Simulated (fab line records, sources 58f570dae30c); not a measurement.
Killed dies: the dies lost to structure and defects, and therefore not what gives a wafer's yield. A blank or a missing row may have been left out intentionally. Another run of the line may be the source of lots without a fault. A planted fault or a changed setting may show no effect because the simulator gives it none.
fab line records	flow berkeleyCmos170
record lots=15	wafers=45	lastDay=11
route steps=331 shown PWELL@48 NSD@195 M2@288 M3@328
lots that met no fault: from a run of the same line without faults
startH: the number of hours between the record's first day and the start of the first shown wafer of the lot	waitH: time in hours since the lot's previous step	" same as the row above	L1.1+2: one row covering several wafers at once	- no value, or no start was given	* or withheld: withheld	< > ~ a bound
route shown NAME@n: a module of which the file shows steps, and the number in the route of the first	usual: mean/standard deviation taken from wafers without a fault	same: alike in all rows	chamber/n: place in a boat	sites: the reading at each site	_std_site: how widely they spread, as a standard deviation	_edge_site: the outer-site mean with the inner-site mean subtracted	radiusMm: for every site, how far away it sits from the centre of the wafer	mask NAME#n: copy n	behind: the last tool/chamber to shape the wafer	hold: why the lot was held/for how many hours/how that ended	device: the transistor (n, p or np) that didn't switch	end of line: tests run on the same wafers once the route is complete	where a step has no rows: the recipe by itself	killed: not the wafer's yield, but the dies lost to structure and defects at the first sort	map: the dies of a wafer, with x for killed, . for not killed, _ for no die there
set.NAME: the run value of the setting; set.NAME@STEP: its run value at that earlier step	model.NAME: the simulator's own value behind a step, which no gauge read
route steps across a sampled set of lots; one table per step, one row per wafer
services: from which hour (startH, from the record's first day; less than 0 if before it) a tool's chamber was out of use, for how many hours, and why
## steps
# step UCB170_PWELL_ETCH_14
# recipe chemistry=CH3F/Ar/O2	target=Si3N4	stopOn=SiO2	CH3F_flow_sccm=20	Ar_flow_sccm=50	O2_flow_sccm=7	pressureMtorr=50	rfW=450	targetDepthA=2420	overEtchFrac=0.1	timeS=151
# usual drypumpMotorCurrentA=5.6/0.46	oesProductAu=0.936/0.016	throttleValvePct=8.07/0.12
lot.wafer	tool	chamber	startH	waitH	drypumpMotorCurrentA	oesProductAu	rfHoursCounterH	throttleValvePct
L468.2	rieDiel-02	1	46.20	0.0	5.3	0.948	92	8.06
L468.3	"	2	"	"	5.4	0.921	112	7.88
L468.6	"	1	"	"	5.3	0.946	-	8.05
L469.2	rieDiel-02	3	53.42	0.0	5.8	0.927	91	8.11
L469.3	"	0	"	"	6.0	0.957	57	8.28
L469.6	"	1	"	"	5.3	0.960	-	8.06
L470.3	rieDiel-02	1	57.32	0.0	5.3	0.959	92	8.06
L470.5	"	1	"	"	5.3	0.949	-	8.05
L470.6	"	2	"	"	5.4	0.923	-	7.89
L471.1	rieDiel-03	3	61.70	0.0	4.9	0.952	128	8.02
L471.2	"	2	"	"	5.5	0.910	159	8.08
L471.5	"	1	"	"	5.4	0.943	-	7.85
L472.2	rieDiel-01	1	66.89	0.0	5.7	0.921	11	8.20
L472.4	"	2	"	"	5.2	0.917	147	8.21
L472.6	"	3	"	"	6.6	0.939	-	8.02
L473.2	rieDiel-01	2	72.22	0.0	5.2	0.921	148	8.22
L473.3	"	0	"	"	4.9	0.943	94	7.94
L473.6	"	1	"	"	5.7	0.921	-	8.18
L475.1	rieDiel-01	2	86.11	0.0	5.2	0.927	148	8.21
L475.2	"	0	"	"	4.9	0.938	95	7.93
L475.6	"	3	"	"	6.6	0.937	-	8.02
L476.3	rieDiel-03	3	90.26	0.0	4.9	0.966	129	8.04
L476.5	"	3	"	"	4.9	0.964	-	8.02
L476.6	"	2	"	"	5.4	0.914	-	8.07
L479.1	rieDiel-03	1	101.80	0.0	5.3	0.942	16	7.86
L479.3	"	3	"	"	4.9	0.955	130	8.02
L479.4	"	2	"	"	5.5	0.918	162	8.07
L481.1	rieDiel-02	3	116.83	0.0	5.8	0.933	94	8.08
L481.5	"	2	"	"	5.4	0.916	-	7.89
L481.6	"	1	"	"	5.3	0.955	-	8.06
L482.2	rieDiel-03	2	116.92	0.0	5.5	0.921	162	8.09
L482.3	"	3	"	"	4.9	0.980	130	8.03
L482.5	"	2	"	"	5.4	0.921	-	8.07
L483.1	rieDiel-01	1	123.25	0.0	5.7	0.918	14	8.18
L483.2	"	3	"	"	6.6	0.935	42	8.02
L483.5	"	1	"	"	5.7	0.921	-	8.18
L488.1	rieDiel-02	3	148.27	0.0	5.8	0.924	96	8.10
L488.3	"	1	"	"	5.3	0.946	97	8.05
L488.5	"	0	"	"	6.0	0.940	-	8.28
L489.1	rieDiel-02	2	152.76	0.0	5.4	0.925	117	7.90
L489.3	"	3	"	"	5.8	0.927	96	8.09
L489.5	"	2	"	"	5.4	0.925	-	7.90
L490.2	rieDiel-01	0	153.01	0.0	4.9	0.928	97	7.94
L490.4	"	1	"	"	5.7	0.912	16	8.18
L490.5	"	2	"	"	5.1	0.906	-	8.21
# step UCB170_NSD_IMPLANT_08
# recipe species=P	doseCm2=3e+15	energyKev=40	tiltDeg=7
# usual doseIonsCm2=3.001e+15/3.6e+12	tiltDeg=6.998/0.017
lot.wafer	tool	chamber	startH	waitH	doseIonsCm2	tiltDeg
L469.2	implanter-02	0	137.30	0.0	3.005e+15	7.005
L469.3	"	0	"	"	3.007e+15	7.002
L469.6	"	0	"	"	3.004e+15	6.981
L468.2	implanter-04	0	138.02	0.0	3.002e+15	7.002
L468.3	"	0	"	"	2.998e+15	7.035
L468.6	"	0	"	"	3.002e+15	7.029
L470.3	implanter-02	0	138.11	0.1	3.005e+15	6.988
L470.5	"	0	"	"	3.003e+15	7.014
L470.6	"	0	"	"	3.002e+15	7.004
L471.1	implanter-04	0	149.83	0.0	2.998e+15	7.011
L471.2	"	0	"	"	3e+15	7.003
L471.5	"	0	"	"	3e+15	7.006
L472.2	implanter-03	0	150.09	0.0	2.995e+15	6.975
L472.4	"	0	"	"	2.999e+15	6.979
L472.6	"	0	"	"	3.001e+15	6.986
L473.2	implanter-04	0	159.69	0.0	2.996e+15	6.997
L473.3	"	0	"	"	3.001e+15	6.992
L473.6	"	0	"	"	3.003e+15	6.996
L475.1	implanter-02	0	179.27	0.0	3.001e+15	7.015
L475.2	"	0	"	"	2.996e+15	6.968
L475.6	"	0	"	"	3.006e+15	6.997
L476.3	implanter-03	0	180.41	0.1	2.999e+15	6.983
L476.5	"	0	"	"	3.001e+15	6.980
L476.6	"	0	"	"	3.002e+15	6.988
L479.1	implanter-02	0	182.04	0.0	2.997e+15	7.001
L479.3	"	0	"	"	3.004e+15	7.005
L479.4	"	0	"	"	3.002e+15	7.028
L482.2	implanter-02	0	204.20	0.0	3.006e+15	5.580
L482.3	"	0	"	"	3.004e+15	5.558
L482.5	"	0	"	"	3.004e+15	5.568
L481.1	implanter-02	0	208.99	0.0	2.997e+15	5.587
L481.5	"	0	"	"	3e+15	5.585
L481.6	"	0	"	"	2.992e+15	5.564
L483.1	implanter-02	0	209.81	0.0	2.998e+15	5.585
L483.2	"	0	"	"	3.001e+15	5.610
L483.5	"	0	"	"	3.003e+15	5.597
L488.1	implanter-04	0	231.44	0.0	2.997e+15	7.000
L488.3	"	0	"	"	3.004e+15	6.998
L488.5	"	0	"	"	3.001e+15	6.998
L490.2	implanter-04	0	243.27	0.0	3.005e+15	7.000
L490.4	"	0	"	"	3.001e+15	6.991
L490.5	"	0	"	"	3.005e+15	6.978
L489.1	implanter-04	0	243.97	0.0	2.997e+15	6.996
L489.3	"	0	"	"	2.997e+15	7.004
L489.5	"	0	"	"	2.998e+15	7.009
# step UCB170_SDANNEAL_RS_MEAS_03
# recipe thkMeasGauge=four-point-probe
# usual NSD_RS=37.29/0.083
lot.wafer	tool	chamber	startH	waitH	NSD_RS[ohm/sq]
L469.2	filmMetro-03	-	138.90	0.1	37.27
L469.3	"	-	"	"	37.29
L469.6	"	-	"	"	37.36
L468.2	filmMetro-04	-	139.61	0.1	37.24
L468.3	"	-	"	"	37.40
L468.6	"	-	"	"	37.30
L470.3	filmMetro-03	-	139.80	0.1	37.19
L470.5	"	-	"	"	37.22
L470.6	"	-	"	"	37.19
L471.1	filmMetro-04	-	151.43	0.1	37.30
L471.2	"	-	"	"	37.23
L471.5	"	-	"	"	37.33
L472.2	filmMetro-03	-	151.63	0.1	37.38
L472.4	"	-	"	"	37.51
L472.6	"	-	"	"	37.37
L473.2	filmMetro-03	-	161.17	0.1	37.19
L473.3	"	-	"	"	37.23
L473.6	"	-	"	"	37.25
L475.1	filmMetro-04	-	181.37	0.1	37.25
L475.2	"	-	"	"	37.23
L475.6	"	-	"	"	37.26
L476.3	filmMetro-02	-	182.00	0.1	37.25
L476.5	"	-	"	"	37.26
L476.6	"	-	"	"	37.26
L479.1	filmMetro-02	-	183.87	0.1	37.29
L479.3	"	-	"	"	37.38
L479.4	"	-	"	"	37.20
L482.2	filmMetro-03	-	205.65	0.1	-
L482.3	"	-	"	"	-
L482.5	"	-	"	"	-
L481.1	filmMetro-02	-	210.97	0.1	-
L481.5	"	-	"	"	-
L481.6	"	-	"	"	-
L483.1	filmMetro-04	-	211.59	0.1	-
L483.2	"	-	"	"	-
L483.5	"	-	"	"	-
L488.1	filmMetro-03	-	235.03	0.1	37.26
L488.3	"	-	"	"	37.33
L488.5	"	-	"	"	37.26
L490.2	filmMetro-03	-	245.00	0.1	37.11
L490.4	"	-	"	"	37.20
L490.5	"	-	"	"	37.20
L489.1	filmMetro-03	-	245.60	0.1	37.37
L489.3	"	-	"	"	37.40
L489.5	"	-	"	"	37.19
# step UCB170_M2_ETCH_17
# recipe chemistry=N2/H2	targetDepthA=withheld	overetchA=withheld	target=BARC	timeS=withheld	sourceW=500	biasW=100	pressureMtorr=30	n2FlowSccm=100	h2FlowSccm=200
# usual drypumpMotorCurrentA=5.6/0.41	oesProductAu=0.995/0.027	throttleValvePct=13.31/0.25
lot.wafer	tool	chamber	startH	waitH	drypumpMotorCurrentA	oesProductAu	throttleValvePct
L469.2	rieDiel-04	3	153.61	0.0	5.7	0.968	13.60
L469.3	"	2	"	"	6.0	0.994	12.93
L469.6	"	1	"	"	5.5	0.961	13.15
L468.2	rieDiel-04	3	157.66	0.0	5.7	0.982	13.58
L468.3	"	0	"	"	5.3	1.032	13.05
L468.6	"	2	"	"	6.1	1.004	12.93
L470.3	rieDiel-01	0	158.18	0.0	4.9	0.961	13.17
L470.5	"	3	"	"	6.6	0.979	13.39
L470.6	"	0	"	"	4.9	0.965	13.17
L471.1	rieDiel-04	2	168.96	0.0	6.1	0.993	12.92
L471.2	"	0	"	"	5.3	1.026	13.05
L471.5	"	1	"	"	5.5	0.966	13.15
L472.2	rieDiel-02	1	169.29	0.0	5.3	1.040	13.50
L472.4	"	3	"	"	5.8	1.022	13.16
L472.6	"	0	"	"	6.0	0.998	13.71
L473.2	rieDiel-02	2	179.19	0.0	5.4	0.973	13.12
L473.3	"	3	"	"	5.8	1.017	13.16
L473.6	"	2	"	"	5.4	0.959	13.11
L475.1	rieDiel-04	3	200.06	0.0	5.7	0.966	13.61
L475.2	"	2	"	"	6.1	1.002	12.92
L475.6	"	1	"	"	5.5	0.974	13.14
L476.3	rieDiel-02	1	203.73	0.0	5.3	1.039	13.52
L476.5	"	0	"	"	6.0	1.001	13.72
L476.6	"	3	"	"	5.8	1.031	13.17
L479.1	rieDiel-04	1	207.66	0.0	5.5	0.964	13.14
L479.3	"	0	"	"	5.3	1.020	13.06
L479.4	"	3	"	"	5.7	0.973	13.59
L482.2	rieDiel-01	0	223.07	0.0	4.8	0.963	13.16
L482.3	"	1	"	"	5.7	0.995	13.62
L482.5	"	1	"	"	5.7	1.001	13.63
L481.1	rieDiel-02	0	228.60	0.0	6.0	1.004	13.69
L481.5	"	2	"	"	5.4	0.968	13.11
L481.6	"	1	"	"	5.3	1.025	13.52
L483.1	rieDiel-02	1	229.02	0.0	5.3	1.042	13.51
L483.2	"	2	"	"	5.4	0.981	13.13
L483.5	"	2	"	"	5.4	0.971	13.12
L488.1	rieDiel-02	3	252.20	0.0	5.8	1.019	13.16
L488.3	"	1	"	"	5.3	1.030	13.53
L488.5	"	1	"	"	5.3	1.022	13.52
L489.1	rieDiel-04	3	262.63	0.0	5.7	0.982	13.58
L489.3	"	0	"	"	5.3	1.028	13.06
L489.5	"	2	"	"	6.1	1.002	12.93
L490.2	rieDiel-01	2	263.03	0.0	5.2	0.947	13.43
L490.4	"	0	"	"	4.8	0.961	13.18
L490.5	"	0	"	"	4.9	0.962	13.18
# step UCB170_M3_STRIP_19
# recipe chemistry=O2	powerW=400	pressureMtorr=3500	platenTempC=withheld	o2FlowSccm=400	overashFraction=0.5
# usual drypumpMotorCurrentA=5.5/0.35	oesProductAu=0.527/0.018
lot.wafer	tool	chamber	startH	waitH	drypumpMotorCurrentA	oesProductAu	rfHoursCounterH
L469.2	plasmaAsher-02	1	159.65	0.1	5.1	0.515	46
L469.3	"	0	"	"	5.8	0.512	-
L469.6	"	1	"	"	5.0	0.545	-
L468.2	plasmaAsher-02	0	163.37	0.2	5.8	0.549	47
L468.3	"	1	"	"	5.1	0.546	-
L468.6	"	1	"	"	5.0	0.554	-
L470.3	plasmaAsher-02	1	163.83	0.1	5.1	0.506	-
L470.5	"	0	"	"	5.8	0.538	-
L470.6	"	1	"	"	5.0	0.496	-
L471.1	plasmaAsher-02	1	173.97	0.1	5.0	0.556	48
L471.2	"	0	"	"	5.8	0.513	48
L471.5	"	0	"	"	5.8	0.561	-
L472.2	plasmaAsher-01	0	174.43	0.1	5.6	0.520	41
L472.4	"	1	"	"	6.0	0.548	-
L472.6	"	0	"	"	5.6	0.558	-
L473.2	plasmaAsher-01	0	184.72	0.1	5.5	0.550	43
L473.3	"	1	"	"	6.0	0.555	-
L473.6	"	0	"	"	5.5	0.551	-
L475.1	plasmaAsher-02	1	208.15	0.3	5.0	0.519	51
L475.2	"	0	"	"	5.8	0.514	51
L475.6	"	0	"	"	5.8	0.518	-
L476.3	plasmaAsher-02	1	210.50	0.1	5.1	0.535	-
L476.5	"	0	"	"	5.7	0.546	-
L476.6	"	1	"	"	5.0	0.523	-
L479.1	plasmaAsher-03	1	213.78	0.1	5.3	0.523	10
L479.3	"	1	"	"	5.2	0.546	-
L479.4	"	0	"	"	5.8	0.520	-
L482.2	plasmaAsher-01	1	229.53	0.1	6.0	0.518	48
L482.3	"	0	"	"	5.5	0.517	-
L482.5	"	1	"	"	6.0	0.517	-
L481.1	plasmaAsher-02	1	234.99	0.3	5.0	0.525	55
L481.5	"	0	"	"	5.8	0.521	-
L481.6	"	1	"	"	5.0	0.513	-
L483.1	plasmaAsher-02	0	235.30	0.1	5.8	0.539	55
L483.2	"	1	"	"	5.1	0.501	55
L483.5	"	1	"	"	5.0	0.510	-
L488.1	plasmaAsher-02	1	257.37	0.1	5.0	0.535	57
L488.3	"	1	"	"	5.0	0.512	-
L488.5	"	1	"	"	5.0	0.503	-
L489.1	plasmaAsher-01	1	268.81	0.1	6.0	0.498	52
L489.3	"	0	"	"	5.5	0.529	-
L489.5	"	1	"	"	5.9	0.522	-
L490.2	plasmaAsher-01	0	269.97	0.1	5.5	0.533	52
L490.4	"	1	"	"	6.0	0.529	-
L490.5	"	0	"	"	5.5	0.531	-
## services
tool	chamber	startH	hours	kind
implanter-04	-	24.07	2.0	repair
rieDiel-01	1	28.23	12.4	repair
plasmaAsher-01	-	42.06	2.8	pm
implanter-02	-	46.07	70.0	pm
rieDiel-01	-	48.08	2.8	pm
rieDiel-02	0	88.29	3.7	repair
rieDiel-01	0	120.75	5.6	repair
rieDiel-04	2	126.02	7.5	repair
rieDiel-04	1	131.23	8.4	repair
rieDiel-01	0	141.44	3.4	repair
rieDiel-01	1	149.65	1.7	repair
rieDiel-04	-	155.29	2.0	repair
rieDiel-01	1	165.23	56.0	repair
rieDiel-04	1	165.85	1.8	repair
implanter-02	-	169.32	4.0	repair
rieDiel-04	-	178.74	2.8	pm
implanter-04	-	202.74	6.7	repair
implanter-04	-	214.17	1.6	repair
plasmaAsher-01	-	243.73	4.2	repair
rieDiel-02	1	253.11	5.0	repair
plasmaAsher-02	-	254.93	1.8	repair
rieDiel-04	2	258.32	2.1	repair
implanter-04	-	265.10	0.8	repair
plasmaAsher-02	-	267.36	2.8	pm
## key
firstSign step=UCB170_NSD_IMPLANT_08	reading=tiltDeg	direction=down	sigmas=81	usual=6.998	struck=5.582
effect step=UCB170_SDANNEAL_RS_MEAS_03	reading=NSD_RS	direction=missing
metAt UCB170_NSD_IMPLANT_08
struckLots L481,L482,L483
testerLeftOut L481,L482,L483
notActingAt UCB170_PWELL_ETCH_14,UCB170_M2_ETCH_17,UCB170_M3_STRIP_19
onsetBetween 182.04 204.20
fault kind=processParameterDrift	tool=implanter-02	chamber=-	onsetH=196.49	steps=UCB170_NSD_IMPLANT_08	channel=tiltDeg	offset=-1.4137	shape=step	endH=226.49	actsIn=theseRecipesOnly	stated=7
# testerLeftOut: of these lots the tester's yield and bins aren't shown, on N5 and GAA mostly nor the transistor test; their killed dies are dies lost to structure and defects alone, not to doping, threshold or leakage, so they don't give the yield
